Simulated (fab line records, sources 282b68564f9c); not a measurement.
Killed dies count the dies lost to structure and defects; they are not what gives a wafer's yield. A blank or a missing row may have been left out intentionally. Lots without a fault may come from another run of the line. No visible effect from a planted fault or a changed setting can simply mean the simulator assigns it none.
fab line records	flow ritCmos
record lots=5	wafers=23
route steps=202 shown ACTIVE@4 FOX2@23 NWELL@36 PWELL@41 WELLDRIVE@50 PRETRO@65 GATE@84
startH: hours from the record's opening day to when the first of the lot's shown wafers began	waitH: time in hours since the lot's previous step	" the same as in the row above	L1.1+2: a single row standing in for several wafers	- no value, or no start was given	* or withheld: withheld	< > ~ a bound
route shown NAME@n: a module of which the file shows steps, and the number in the route of the first	usual: mean and standard deviation over wafers with no fault	same: alike in all rows	chamber/n: place in a boat	sites: readings site by site	_std_site: the values' standard deviation	_edge_site: outer sites' mean less inner sites'	radiusMm: for every site, how far away it sits from the centre of the wafer	mask NAME#n: copy n	behind: the last tool/chamber to shape the wafer	hold: what put the lot on hold/how long, in hours/how the hold closed	device: names the non-switching transistor (n, p or np)	end of line: at the end of the route, the tests of the same wafers	a step with no rows: only its recipe	killed: count of dies lost to structure and defects at first sort (not the wafer's yield)	map: a wafer's dies, marking killed ones x, the rest . and places with no die _
set.NAME: setting as actually run; set.NAME@STEP: the setting as run at that earlier step	model.NAME: the simulator's own value behind a step, which no gauge read
one table per step and one row per wafer, for lots whose settings were changed on purpose
## steps
# step RIT_ACTIVE_CVD_03
# recipe material=Si3N4	targetThkNm=150	tempC=810	precursor=SiH2Cl2/NH3	timeS=1500	pressureMtorr=300	sih2cl2FlowSccm=60	nh3FlowSccm=150
lot.wafer	tool	chamber	startH	waitH	set.pressureMtorr	model.Si3N4_of_ACTIVE_CVD_03.thkNm
L078.2	-	-	-	0.0	273.9	146
L078.3+6	"	-	"	"	273.9	144.5
L078.4	"	-	"	"	273.9	146.9
L078.5	"	-	"	"	273.9	146.3
L080.1	lpcvd-02	1	42.11	0.1	300	150.6
L080.4+5	"	1	"	"	300	148.2
L081.1	-	-	-	0.1	300	148.1
L081.2	"	-	"	"	300	149.4
L081.3	"	-	"	"	300	149.1
L081.4	"	-	"	"	300	147.3
L081.5	"	-	"	"	300	148.4
L082.1	-	-	-	0.1	330.7	152.8
L082.2	"	-	"	"	330.7	151.7
L082.4	"	-	"	"	330.7	153
L082.5	"	-	"	"	330.7	152
L082.6	"	-	"	"	330.7	153.1
L085.1	-	-	-	0.1	329.4	153.3
L085.2	"	-	"	"	329.4	152.7
L085.4	"	-	"	"	329.4	154
L085.5	"	-	"	"	329.4	153.9
L085.6	"	-	"	"	329.4	152.1
# step RIT_ACTIVE_THK_MEAS_04
# recipe reads=Si3N4_of_ACTIVE_CVD_03
# usual ACTIVE_NITRIDE_THK=149.3/1.1
lot.wafer	tool	chamber	startH	waitH	set.pressureMtorr@ACTIVE_CVD_03	ACTIVE_NITRIDE_THK[nm]
L078.2	filmMetro-01	-	-	-	273.9	145.9
L078.3	"	-	"	"	273.9	144.5
L078.4	"	-	"	"	273.9	146.8
L078.5	"	-	"	"	273.9	146.2
L078.6	"	-	"	"	273.9	144.5
L080.1	filmMetro-02	-	43.53	0.0	300	150.6
L080.4	"	-	"	"	300	148.2
L080.5	"	-	"	"	300	148.1
L081.1	filmMetro-01	-	-	-	300	148.1
L081.2	"	-	"	"	300	149.4
L081.3	"	-	"	"	300	149.1
L081.4	"	-	"	"	300	147.3
L081.5	"	-	"	"	300	148.3
L082.1	filmMetro-04	-	-	-	330.7	152.9
L082.2	"	-	"	"	330.7	151.7
L082.4	"	-	"	"	330.7	153.0
L082.5	"	-	"	"	330.7	152.0
L082.6	"	-	"	"	330.7	153.1
L085.1	filmMetro-02	-	-	-	329.4	153.2
L085.2	"	-	"	"	329.4	152.7
L085.4	"	-	"	"	329.4	154.1
L085.5	"	-	"	"	329.4	154.0
L085.6	"	-	"	"	329.4	152.1
# step RIT_ACTIVE_EXPOSE_08
# recipe maskId=M1	na=0.6	sourceShape=conventional	sigmaOuter=0.6	targetCdNm=1400	doseMj=225
lot.wafer	tool	chamber	startH	waitH	mask	set.doseMj
L078.2+3+5	ilineStepper-02	0	35.06	0.1	M1#0	229.7
L078.4+6	"	0	"	"	M1#0	225
L080.1+4+5	ilineStepper-01	0	44.06	0.1	M1#0	225
L081.1+2+3+4+5	ilineStepper-02	0	49.90	0.2	M1#0	225
L082.1+2	ilineStepper-01	0	54.38	0.2	M1#0	225
L082.4+5+6	"	0	"	"	M1#0	212.3
L085.1+2+4	ilineStepper-01	0	72.60	0.2	M1#0	212.1
L085.5+6	"	0	"	"	M1#0	225
# step RIT_ACTIVE_PEB_09
# recipe resist=NOVOLAK	tempC=withheld	timeS=withheld
# step RIT_ACTIVE_DEVELOP_10
# recipe resist=NOVOLAK	developTimeS=50	devTempC=23
# step RIT_ACTIVE_CD_MEAS_11
# recipe targetCdNm=1400
# usual cdNm=1399.0/2
lot.wafer	tool	chamber	startH	waitH	set.doseMj@ACTIVE_EXPOSE_08	cdNm
L078.2	cdSem-02	-	35.46	-	229.7	1392.3
L078.3	"	-	"	"	229.7	1390.8
L078.4	"	-	"	"	225	1397.8
L078.5	"	-	"	"	229.7	1390.6
L078.6	"	-	"	"	225	1398.2
L080.1	cdSem-02	-	44.57	-	225	1399.3
L080.4	"	-	"	"	225	1398.7
L080.5	"	-	"	"	225	1398.9
L081.1	cdSem-01	-	50.30	-	225	1396.3
L081.2	"	-	"	"	225	1395.9
L081.3	"	-	"	"	225	1395.6
L081.4	"	-	"	"	225	1394.7
L081.5	"	-	"	"	225	1396.0
L082.1	cdSem-02	-	54.78	-	225	1399.3
L082.2	"	-	"	"	225	1400.7
L082.4	"	-	"	"	212.3	1417.8
L082.5	"	-	"	"	212.3	1416.7
L082.6	"	-	"	"	212.3	1416.9
L085.1	cdSem-02	-	73.00	-	212.1	1420.2
L085.2	"	-	"	"	212.1	1418.7
L085.4	"	-	"	"	212.1	1417.0
L085.5	"	-	"	"	225	1401.3
L085.6	"	-	"	"	225	1401.4
# step RIT_ACTIVE_ETCH_13
# recipe stopOn=SiO2	chemistry=SF6	target=Si3N4	timeS=210	overEtchFrac=0.4	SF6_flow_sccm=200	pressureMtorr=260	rfW=125	targetDepthA=2100
lot.wafer	tool	chamber	startH	waitH	set.pressureMtorr	set.pressureMtorr@ACTIVE_CVD_03	set.doseMj@ACTIVE_EXPOSE_08	model.ACTIVE.cdNm	model.etch.depthNm
L078.2	rieDiel-02	1	35.71	0.1	260	273.9	229.7	1392	146
L078.3	"	0	"	"	260	273.9	229.7	1391	144.5
L078.4	"	2	"	"	260	273.9	225	1398	146.9
L078.5	"	0	"	"	260	273.9	229.7	1390	146.3
L078.6	"	1	"	"	260	273.9	225	1398	144.5
L080.1	rieDiel-02	2	44.84	0.1	260	300	225	1399	150.6
L080.4+5	"	1,2	"	"	260	300	225	1399	148.2
L081.1	rieDiel-02	0	50.78	0.1	260	300	225	-	148.1
L081.2	"	3	"	"	260	300	225	1396	149.4
L081.3	"	1	"	"	260	300	225	1396	149.1
L081.4	"	1	"	"	260	300	225	1395	147.3
L081.5	"	3	"	"	260	300	225	1396	148.4
L082.1	rieDiel-01	0	55.05	0.1	290.1	330.7	225	1399	152.8
L082.2	"	3	"	"	290.1	330.7	225	1401	151.7
L082.4	"	2	"	"	290.1	330.7	212.3	1418	153
L082.5	"	0	"	"	290.1	330.7	212.3	1417	152
L082.6	"	3	"	"	290.1	330.7	212.3	1417	153.1
L085.1	rieDiel-04	1	73.28	0.1	260	329.4	212.1	1420	153.3
L085.2	"	2	"	"	260	329.4	212.1	1419	152.7
L085.4	"	0	"	"	260	329.4	212.1	1417	154
L085.5	"	1	"	"	260	329.4	225	1402	153.9
L085.6	"	2	"	"	260	329.4	225	1402	152.1
# step RIT_ACTIVE_STRIP_14
# recipe chemistry=O2	timeS=180	resist=NOVOLAK	platenTempC=withheld	powerW=500	pressureMtorr=4000	o2FlowSccm=4000
# step RIT_ACTIVE_CD_MEAS_90
# recipe targetCdNm=1400
# usual cdNm=1399.1/2
lot.wafer	tool	chamber	startH	waitH	set.doseMj@ACTIVE_EXPOSE_08	cdNm
L078.2	cdSem-01	-	36.04	0.1	229.7	1392.7
L078.3	"	-	"	"	229.7	1390.3
L078.4	"	-	"	"	225	1397.9
L078.5	"	-	"	"	229.7	1390.7
L078.6	"	-	"	"	225	1397.9
L080.1	cdSem-02	-	45.15	0.1	225	1399.0
L080.4	"	-	"	"	225	1398.5
L080.5	"	-	"	"	225	1398.8
L081.1	cdSem-01	-	51.09	0.1	225	1395.9
L081.2	"	-	"	"	225	1396.3
L081.3	"	-	"	"	225	1395.3
L081.4	"	-	"	"	225	1395.0
L081.5	"	-	"	"	225	1396.5
L082.1	cdSem-01	-	55.36	0.1	225	1399.2
L082.2	"	-	"	"	225	1401.3
L082.4	"	-	"	"	212.3	1418.1
L082.5	"	-	"	"	212.3	1416.6
L082.6	"	-	"	"	212.3	1417.2
L085.1	cdSem-02	-	73.59	0.1	212.1	1420.6
L085.2	"	-	"	"	212.1	1418.5
L085.4	"	-	"	"	212.1	1417.0
L085.5	"	-	"	"	225	1402.1
L085.6	"	-	"	"	225	1401.8
# step RIT_FOX2_OXIDATION_00
# recipe tempC=1100	ambient=H2O	targetThkA=3507	pH2oTorr=720	oxTimeS=1130
lot.wafer	tool	chamber	startH	waitH	set.oxTimeS	set.pressureMtorr@ACTIVE_CVD_03	model.SiO2_of_FOX2_OXIDATION_00.thkNm	model.Si3N4_of_ACTIVE_CVD_03.thkNm
L078.2	-	-	-	0.0	1262	273.9	368.8	126.7
L078.3	"	-	"	"	1262	273.9	370.3	125.2
L078.4	"	-	"	"	1262	273.9	372.2	127.7
L078.5	"	-	"	"	1262	273.9	367.8	127.1
L078.6	"	-	"	"	1262	273.9	366.8	125.2
L080.1	furnace-01	0	49.94	0.6	1130	300	347.1	131.8
L080.4	"	0	"	"	1130	300	347.4	129.4
L080.5	"	0	"	"	1130	300	346.9	129.4
L081.1	-	-	-	0.0	1277	300	387.2	128.8
L081.2	"	-	"	"	1277	300	385.3	130
L081.3	"	-	"	"	1277	300	381.5	129.7
L081.4	"	-	"	"	1277	300	378	127.9
L081.5	"	-	"	"	1277	300	383.5	129
L082.1	-	-	-	0.0	1237	330.7	363.7	133.6
L082.2	"	-	"	"	1237	330.7	359.7	132.6
L082.4	"	-	"	"	1237	330.7	364.8	133.8
L082.5	"	-	"	"	1237	330.7	367	132.9
L082.6	"	-	"	"	1237	330.7	370.3	134
L085.1	-	-	-	1.7	1130	329.4	339.2	134.5
L085.2	"	-	"	"	1130	329.4	335.4	133.9
L085.4	"	-	"	"	1130	329.4	342.7	135.2
L085.5	"	-	"	"	1130	329.4	342.2	135.1
L085.6	"	-	"	"	1130	329.4	340.8	133.3
# step RIT_FOX2_CLEAN_02
# recipe chemistry=dHF	dilution=50:1	timeS=180
# step RIT_FOX2_WET_ETCH_03
# recipe chemistry=H3PO4	target=Si3N4	targetDepthNm=195	tempC=165	timeS=2700
lot.wafer	tool	chamber	startH	waitH	set.oxTimeS@FOX2_OXIDATION_00	model.SiO2_of_FOX2_OXIDATION_00.thkNm
L078.2	wetBench-01	2	39.93	0.0	1262	341.6
L078.3	"	2	"	"	1262	343.1
L078.4	"	2	"	"	1262	345.2
L078.5	"	2	"	"	1262	340.7
L078.6	"	2	"	"	1262	339.7
L080.1	wetBench-03	0	51.37	0.0	1130	319.4
L080.4	"	0	"	"	1130	319.8
L080.5	"	0	"	"	1130	319.3
L081.1	wetBench-04	1	55.31	0.0	1277	360.2
L081.2	"	1	"	"	1277	358.3
L081.3	"	1	"	"	1277	354.4
L081.4	"	1	"	"	1277	350.9
L081.5	"	1	"	"	1277	356.5
L082.1	wetBench-03	3	59.14	0.0	1237	336.5
L082.2	"	3	"	"	1237	332.3
L082.4	"	3	"	"	1237	337.5
L082.5	"	3	"	"	1237	339.6
L082.6	"	3	"	"	1237	343
L085.1	wetBench-01	0	78.72	0.0	1130	311.7
L085.2	"	0	"	"	1130	307.9
L085.4	"	0	"	"	1130	315.1
L085.5	"	0	"	"	1130	314.6
L085.6	"	0	"	"	1130	313.2
# step RIT_FOX2_THK_MEAS_90
# recipe reads=SiO2_of_FOX2_OXIDATION_00
# usual FIELD_OXIDE_LEFT_1_THK=322/5.4
lot.wafer	tool	chamber	startH	waitH	set.oxTimeS@FOX2_OXIDATION_00	FIELD_OXIDE_LEFT_1_THK[nm]
L078.2	filmMetro-03	-	40.70	0.0	1262	342
L078.3	"	-	"	"	1262	343
L078.4	"	-	"	"	1262	345
L078.5	"	-	"	"	1262	341
L078.6	"	-	"	"	1262	340
L080.1	filmMetro-03	-	52.13	0.0	1130	319
L080.4	"	-	"	"	1130	320
L080.5	"	-	"	"	1130	319
L081.1	filmMetro-04	-	56.13	0.0	1277	360
L081.2	"	-	"	"	1277	359
L081.3	"	-	"	"	1277	355
L081.4	"	-	"	"	1277	351
L081.5	"	-	"	"	1277	357
L082.1	filmMetro-01	-	59.90	0.0	1237	336
L082.2	"	-	"	"	1237	333
L082.4	"	-	"	"	1237	337
L082.5	"	-	"	"	1237	340
L082.6	"	-	"	"	1237	343
L085.1	filmMetro-03	-	79.55	0.0	1130	312
L085.2	"	-	"	"	1130	308
L085.4	"	-	"	"	1130	315
L085.5	"	-	"	"	1130	315
L085.6	"	-	"	"	1130	313
# step RIT_NWELL_IMPLANT_08
# recipe species=P	energyKev=170	doseCm2=5e+13	tiltDeg=7
lot.wafer	tool	chamber	startH	waitH	set.doseCm2
L078.2+4+6	implanter-02	0	42.06	0.2	5e+13
L078.3+5	"	0	"	"	5.11e+13
L080.1+4+5	implanter-03	0	53.36	0.2	5e+13
L081.1+5	implanter-02	0	57.66	0.2	5e+13
L081.2+3+4	"	0	"	"	5.251e+13
L082.1+2+5	implanter-01	0	61.13	0.2	5e+13
L082.4+6	"	0	"	"	5.109e+13
L085.1+4+5	implanter-03	0	80.81	0.2	5.165e+13
L085.2+6	"	0	"	"	5e+13
# step RIT_PWELL_SOFTBAKE_02
# recipe resist=NOVOLAK	tempC=90	timeS=60
lot.wafer	tool	chamber	startH	waitH	set.tempC	model.NOVOLAK_of_PWELL_COAT_01.thkNm
L078.2	lithoTrack-01	0	42.77	0.1	90	1300
L078.3	"	0	"	"	92.06	1289
L078.4	"	0	"	"	92.06	1288
L078.5	"	0	"	"	92.06	1293
L078.6	"	0	"	"	90	1302
L080.1	lithoTrack-01	0	54.04	0.1	90	1300
L080.4	"	0	"	"	90	1302
L080.5	"	0	"	"	90	1304
L081.1	lithoTrack-02	0	58.35	0.1	90	1300
L081.2+5	"	0	"	"	90	1301
L081.3	"	0	"	"	90	1303
L081.4	"	0	"	"	90	1298
L082.1	lithoTrack-04	0	61.81	0.1	93.15	1287
L082.2	"	0	"	"	90	1305
L082.4	"	0	"	"	93.15	1292
L082.5	"	0	"	"	90	1299
L082.6	"	0	"	"	90	1301
L085.1+2	lithoTrack-02	0	81.49	0.1	90	1296
L085.4	"	0	"	"	90	1301
L085.5	"	0	"	"	90	1295
L085.6	"	0	"	"	90	1300
# step RIT_PWELL_IMPLANT_08
# recipe species=B	energyKev=170	doseCm2=7e+13	tiltDeg=7
lot.wafer	tool	chamber	startH	waitH	set.energyKev	model.implant.rpNm	model.implant.drpNm
L078.2+4	implanter-01	0	43.64	0.2	160.7	464.5	100.8
L078.3+5+6	"	0	"	"	170	484.4	102.9
L080.1+4+5	implanter-02	0	54.91	0.2	170	485.5	102.9
L081.1+3+4	implanter-02	0	59.24	0.2	170	476.7	102.9
L081.2+5	"	0	"	"	164.9	466	101.8
L082.1+2+4	implanter-01	0	62.68	0.2	172.7	493.4	103.3
L082.5+6	"	0	"	"	170	487.4	102.9
L085.1+4+6	implanter-02	0	82.48	0.2	170	470.9	102.9
L085.2+5	"	0	"	"	160.5	451.1	100.7
# step RIT_PWELL_STRIP_09
# recipe chemistry=O2	timeS=180	resist=NOVOLAK	platenTempC=withheld	powerW=500	pressureMtorr=4000	o2FlowSccm=4000
# step RIT_WELLDRIVE_ANNEAL_00
# recipe tempC=1100	timeS=14700	ambient=N2
# step RIT_WELLDRIVE_RS_MEAS_01
# recipe thkMeasGauge=four-point-probe
# usual NWELL_RS=275.5/0.89
lot.wafer	tool	chamber	startH	waitH	set.doseCm2@NWELL_IMPLANT_08	NWELL_RS[ohm/sq]
L078.2	filmMetro-01	-	49.96	0.0	5e+13	275.3
L078.3	"	-	"	"	5.11e+13	271.7
L078.4	"	-	"	"	5e+13	275.1
L078.5	"	-	"	"	5.11e+13	269.7
L078.6	"	-	"	"	5e+13	274.8
L080.1	filmMetro-01	-	60.68	0.0	5e+13	274.6
L080.4	"	-	"	"	5e+13	276.2
L080.5	"	-	"	"	5e+13	275.8
L081.1	filmMetro-02	-	64.76	0.0	5e+13	276.4
L081.2	"	-	"	"	5.251e+13	268.7
L081.3	"	-	"	"	5.251e+13	267.5
L081.4	"	-	"	"	5.251e+13	268.2
L081.5	"	-	"	"	5e+13	276.4
L082.1	filmMetro-02	-	68.15	0.0	5e+13	276.4
L082.2	"	-	"	"	5e+13	276.4
L082.4	"	-	"	"	5.109e+13	273.2
L082.5	"	-	"	"	5e+13	277.4
L082.6	"	-	"	"	5.109e+13	272.1
L085.1	filmMetro-03	-	88.21	0.0	5.165e+13	270.5
L085.2	"	-	"	"	5e+13	275.8
L085.4	"	-	"	"	5.165e+13	270.3
L085.5	"	-	"	"	5.165e+13	269.7
L085.6	"	-	"	"	5e+13	275.1
# step RIT_PRETRO_COAT_01
# recipe resist=NOVOLAK	spinRpm=2000	resistThkNm=1300
lot.wafer	tool	chamber	startH	waitH	set.resistThkNm	model.NOVOLAK_of_PRETRO_COAT_01.thkNm
L078.2+5	lithoTrack-03	0	51.91	0.1	1300	1295
L078.3	"	0	"	"	1322	1316
L078.4	"	0	"	"	1322	1318
L078.6	"	0	"	"	1300	1299
L080.1	lithoTrack-03	0	62.75	0.1	1300	1298
L080.4	"	0	"	"	1300	1295
L080.5	"	0	"	"	1300	1297
L081.1+3	lithoTrack-02	0	66.82	0.1	1300	1303
L081.2	"	0	"	"	1363	1361
L081.4	"	0	"	"	1363	1364
L081.5	"	0	"	"	1363	1363
L082.1	lithoTrack-02	0	70.09	0.1	1300	1303
L082.2	"	0	"	"	1263	1268
L082.4	"	0	"	"	1300	1301
L082.5	"	0	"	"	1263	1269
L082.6	"	0	"	"	1300	1302
L085.1	lithoTrack-02	0	90.33	0.1	1356	1360
L085.2	"	0	"	"	1300	1298
L085.4	"	0	"	"	1356	1356
L085.5	"	0	"	"	1300	1300
L085.6	"	0	"	"	1300	1301
# step RIT_PRETRO_SOFTBAKE_02
# recipe resist=NOVOLAK	tempC=90	timeS=60
# step RIT_PRETRO_EXPOSE_03
# recipe maskId=M5	na=0.57	targetCdNm=43700	doseMj=250
# step RIT_PRETRO_DEVELOP_05
# recipe resist=NOVOLAK	developTimeS=68	devTempC=23
# step RIT_PRETRO_HARDBAKE_07
# recipe resist=NOVOLAK	tempC=140	timeS=120
lot.wafer	tool	chamber	startH	waitH	set.resistThkNm@PRETRO_COAT_01	model.NOVOLAK_of_PRETRO_COAT_01.thkNm
L078.2+5	lithoTrack-04	0	52.85	0.1	1300	1133
L078.3	"	0	"	"	1322	1150
L078.4	"	0	"	"	1322	1152
L078.6	"	0	"	"	1300	1136
L080.1	lithoTrack-03	0	63.66	0.0	1300	1135
L080.4	"	0	"	"	1300	1133
L080.5	"	0	"	"	1300	1134
L081.1	lithoTrack-04	0	67.73	0.0	1300	1140
L081.2	"	0	"	"	1363	1189
L081.3	"	0	"	"	1300	1139
L081.4	"	0	"	"	1363	1192
L081.5	"	0	"	"	1363	1191
L082.1	lithoTrack-03	0	70.98	0.0	1300	1140
L082.2+5	"	0	"	"	1263	1110
L082.4	"	0	"	"	1300	1138
L082.6	"	0	"	"	1300	1139
L085.1	lithoTrack-02	0	91.22	0.0	1356	1189
L085.2	"	0	"	"	1300	1135
L085.4	"	0	"	"	1356	1185
L085.5	"	0	"	"	1300	1137
L085.6	"	0	"	"	1300	1138
# step RIT_PRETRO_IMPLANT_08
# recipe species=B	energyKev=45	doseCm2=1.2e+13	tiltDeg=7
lot.wafer	tool	chamber	startH	waitH	set.energyKev	model.implant.rpNm	model.implant.drpNm
L078.2+3+6	implanter-01	0	53.09	0.2	43.36	136.4	53.87
L078.4+5	"	0	"	"	45	141.3	55.07
L080.1+4+5	implanter-04	0	63.91	0.2	45	145.1	55.07
L081.1+4+5	implanter-03	0	67.98	0.2	45	142.3	55.07
L081.2+3	"	0	"	"	43.86	138.9	54.24
L082.1+2+4+5+6	implanter-04	0	71.23	0.2	45	142.5	55.07
L085.1+5	implanter-01	0	91.47	0.2	45	138.6	55.07
L085.2+4+6	"	0	"	"	43.89	135.3	54.26
# step RIT_GATE_CVD_08
# recipe material=poly-Si	targetThkNm=250	tempC=610	precursor=SiH4	timeS=2220	pressureMtorr=300	sih4FlowSccm=100
lot.wafer	tool	chamber	startH	waitH	set.tempC	model.poly-Si_of_GATE_CVD_08.thkNm
L078.2	-	-	-	0.0	619.6	312.7
L078.3	"	-	"	"	619.6	310.3
L078.4	"	-	"	"	619.6	312.4
L078.5	"	-	"	"	619.6	311.1
L078.6	"	-	"	"	619.6	310.7
L080.1	lpcvd-01	1	71.01	0.1	610	246.5
L080.4	"	1	"	"	610	245.5
L080.5	"	1	"	"	610	244.3
L081.1	-	-	-	0.1	599	187.7
L081.2	"	-	"	"	599	188.9
L081.3	"	-	"	"	599	187.4
L081.4	"	-	"	"	599	187.8
L081.5	"	-	"	"	599	186.4
L082.1	-	-	-	0.1	610	247.9
L082.2	"	-	"	"	610	246.3
L082.4	"	-	"	"	610	247
L082.5	"	-	"	"	610	247.1
L082.6	"	-	"	"	610	247.4
L085.1	-	-	-	0.1	601	200.9
L085.2	"	-	"	"	601	200.2
L085.4	"	-	"	"	601	200.1
L085.5	"	-	"	"	601	199.2
L085.6	"	-	"	"	601	200
# step RIT_GATE_THK_MEAS_09
# recipe reads=poly-Si_of_GATE_CVD_08
# usual GATE_POLY_THK=248.2/2.6
lot.wafer	tool	chamber	startH	waitH	set.tempC@GATE_CVD_08	GATE_POLY_THK[nm]
L078.2	filmMetro-04	-	-	-	619.6	312.6
L078.3	"	-	"	"	619.6	310.4
L078.4	"	-	"	"	619.6	312.3
L078.5	"	-	"	"	619.6	311.0
L078.6	"	-	"	"	619.6	310.6
L080.1	filmMetro-04	-	72.62	0.0	610	246.4
L080.4	"	-	"	"	610	245.5
L080.5	"	-	"	"	610	244.3
L081.1	filmMetro-03	-	-	-	599	187.7
L081.2	"	-	"	"	599	188.8
L081.3	"	-	"	"	599	187.3
L081.4	"	-	"	"	599	187.9
L081.5	"	-	"	"	599	186.2
L082.1	filmMetro-03	-	-	-	610	248.0
L082.2	"	-	"	"	610	246.3
L082.4	"	-	"	"	610	247.2
L082.5	"	-	"	"	610	247.3
L082.6	"	-	"	"	610	247.2
L085.1	filmMetro-03	-	-	-	601	200.9
L085.2	"	-	"	"	601	200.1
L085.4	"	-	"	"	601	200.2
L085.5	"	-	"	"	601	199.1
L085.6	"	-	"	"	601	199.8
## key
split step=RIT_ACTIVE_CVD_03	setting=pressureMtorr	stated=300	by=lot
response step=RIT_ACTIVE_CVD_03	reading=model.Si3N4_of_ACTIVE_CVD_03.thkNm	change=+0.391	per=1%	r=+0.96
response step=RIT_ACTIVE_THK_MEAS_04	reading=ACTIVE_NITRIDE_THK	change=+0.395	per=1%	r=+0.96
response step=RIT_ACTIVE_ETCH_13	reading=model.etch.depthNm	change=+0.391	per=1%	r=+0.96
response step=RIT_FOX2_OXIDATION_00	reading=model.Si3N4_of_ACTIVE_CVD_03.thkNm	change=+0.406	per=1%	r=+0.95
split step=RIT_ACTIVE_EXPOSE_08	setting=doseMj	stated=225	by=wafer
response step=RIT_ACTIVE_CD_MEAS_11	reading=cdNm	change=-3.04	per=1%	r=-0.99
response step=RIT_ACTIVE_ETCH_13	reading=model.ACTIVE.cdNm	change=-3.02	per=1%	r=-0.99
response step=RIT_ACTIVE_CD_MEAS_90	reading=cdNm	change=-2.99	per=1%	r=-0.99
split step=RIT_ACTIVE_ETCH_13	setting=pressureMtorr	stated=260	by=lot
response none clear
split step=RIT_FOX2_OXIDATION_00	setting=oxTimeS	stated=1130	by=lot
response step=RIT_FOX2_OXIDATION_00	reading=model.SiO2_of_FOX2_OXIDATION_00.thkNm	change=+2.71	per=1%	r=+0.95
response step=RIT_FOX2_WET_ETCH_03	reading=model.SiO2_of_FOX2_OXIDATION_00.thkNm	change=+2.75	per=1%	r=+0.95
response step=RIT_FOX2_THK_MEAS_90	reading=FIELD_OXIDE_LEFT_1_THK	change=+2.76	per=1%	r=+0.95
split step=RIT_NWELL_IMPLANT_08	setting=doseCm2	stated=5e+13	by=wafer
response step=RIT_WELLDRIVE_RS_MEAS_01	reading=NWELL_RS	change=-1.7	per=1%	r=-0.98
split step=RIT_PWELL_SOFTBAKE_02	setting=tempC	stated=90	by=wafer
response step=RIT_PWELL_SOFTBAKE_02	reading=model.NOVOLAK_of_PWELL_COAT_01.thkNm	change=-3.71	per=1%	r=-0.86
split step=RIT_PWELL_IMPLANT_08	setting=energyKev	stated=170	by=wafer
response step=RIT_PWELL_IMPLANT_08	reading=model.implant.rpNm	change=+3.6	per=1%	r=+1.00
response step=RIT_PWELL_IMPLANT_08	reading=model.implant.drpNm	change=+0.377	per=1%	r=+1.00
split step=RIT_PRETRO_COAT_01	setting=resistThkNm	stated=1300	by=wafer
response step=RIT_PRETRO_COAT_01	reading=model.NOVOLAK_of_PRETRO_COAT_01.thkNm	change=+12.6	per=1%	r=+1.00
response step=RIT_PRETRO_HARDBAKE_07	reading=model.NOVOLAK_of_PRETRO_COAT_01.thkNm	change=+10.9	per=1%	r=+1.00
split step=RIT_PRETRO_IMPLANT_08	setting=energyKev	stated=45	by=wafer
response step=RIT_PRETRO_IMPLANT_08	reading=model.implant.rpNm	change=+1.34	per=1%	r=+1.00
response step=RIT_PRETRO_IMPLANT_08	reading=model.implant.drpNm	change=+0.33	per=1%	r=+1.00
split step=RIT_GATE_CVD_08	setting=tempC	stated=610	by=lot
response step=RIT_GATE_CVD_08	reading=model.poly-Si_of_GATE_CVD_08.thkNm	change=+36	per=1%	r=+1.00
response step=RIT_GATE_THK_MEAS_09	reading=GATE_POLY_THK	change=+36	per=1%	r=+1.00
